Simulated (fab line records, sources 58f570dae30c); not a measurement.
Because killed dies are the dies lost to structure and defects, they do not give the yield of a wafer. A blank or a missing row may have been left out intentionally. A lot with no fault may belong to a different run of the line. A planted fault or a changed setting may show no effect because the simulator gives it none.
What tool caused it? || flow berkeley cmos170 || 21 wafers from 7 lots sampled at 3 of the route's 331 steps

== WHAT THE GAUGES SHOWED, per wafer ==
UCB170_NSD_TW_MEAS_10.
{"lot": "L937", "measured": "day 8 20:01", "on": "film metro-04", "NSD_TW": "4173 4185 4194"}
{"lot": "L934", "measured": "day 8 19:52", "on": "film metro-04", "NSD_TW": "4206 4169 4174"}
{"lot": "L942", "measured": "day 9 14:07", "on": "film metro-03", "NSD_TW": "4189 4181 4188"}
{"lot": "L951", "measured": "day 11 12:34", "on": "film metro-04", "NSD_TW": "4416 4419 4426"}
{"lot": "L950", "measured": "day 11 12:51", "on": "film metro-03", "NSD_TW": "4408 4401 4402"}
{"lot": "L956", "measured": "day 12 14:02", "on": "film metro-03", "NSD_TW": "4182 4174 4185"}
{"lot": "L957", "measured": "day 12 14:25", "on": "film metro-04", "NSD_TW": "4182 4195 4186"}

== WHAT TOOL EACH LOT RAN ON (gives the tool, then ch and the chambers of the sampled wafers, and finally the start) ==
{"lot": "L937", "UCB170_NSD_IMPLANT_08": "implanter-03 ch 0, day 8 19:46", "UCB170_NSD_STRIP_09": "plasma asher-03 ch 0,1, day 8 19:55"}
{"lot": "L934", "UCB170_NSD_IMPLANT_08": "implanter-01 ch 0, day 8 19:37", "UCB170_NSD_STRIP_09": "plasma asher-01 ch 0,1, day 8 19:44"}
{"lot": "L942", "UCB170_NSD_IMPLANT_08": "implanter-03 ch 0, day 9 13:52", "UCB170_NSD_STRIP_09": "plasma asher-01 ch 0,1, day 9 14:01"}
{"lot": "L951", "UCB170_NSD_IMPLANT_08": "implanter-03 ch 0, day 11 12:19", "UCB170_NSD_STRIP_09": "plasma asher-04 ch 0,1, day 11 12:28"}
{"lot": "L950", "UCB170_NSD_IMPLANT_08": "implanter-03 ch 0, day 11 12:37", "UCB170_NSD_STRIP_09": "plasma asher-01 ch 0,1, day 11 12:44"}
{"lot": "L956", "UCB170_NSD_IMPLANT_08": "implanter-04 ch 0, day 12 13:49", "UCB170_NSD_STRIP_09": "plasma asher-03 ch 0,1, day 12 13:57"}
{"lot": "L957", "UCB170_NSD_IMPLANT_08": "implanter-01 ch 0, day 12 14:11", "UCB170_NSD_STRIP_09": "plasma asher-01 ch 0,1, day 12 14:19"}
- UCB170_NSD_IMPLANT_08
- UCB170_NSD_STRIP_09: strips in O2.

== THE ANSWER, worked out from the rows above alone ==
Rule: the lots themselves supply what counts as usual. Put in order of their means at a reading, lots are off if they are a third of the lots or fewer, leave a main group of 4 or more, and stand apart from it by a gap of 3 or more times the standard deviation of the main group's means; of several such gaps the widest counts. A main group is skipped when, at the precision printed for the reading in the tables above, its means are all equal. Also off: a lot with no number at a reading for which 4 or more lots have one. Any other lot the step has rows for is counted as sound.
Off: at UCB170_NSD_TW_MEAS_10 (NSD_TW), L951, L950. Mean 4184 and standard deviation 2.5 in the main group.
A tool fits if, at a process step before that reading, it ran every lot that is off, and no sound lot after the first of them. Gauges at UCB170_NSD_TW_MEAS_10: tried the same way as those tools. One fits: implanter-03 at UCB170_NSD_IMPLANT_08. A fault onset in the window from L942 (day 9 13:52, its last sound lot) to L951 (day 11 12:19, its first lot off) fits.

== WHAT WAS PUT IN BY THE SIMULATOR ==
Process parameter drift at UCB170_NSD_IMPLANT_08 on implanter-03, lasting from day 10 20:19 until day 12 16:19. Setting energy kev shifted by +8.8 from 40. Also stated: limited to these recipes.
Shown lots that were struck: L951, L950. The rule above found the same.
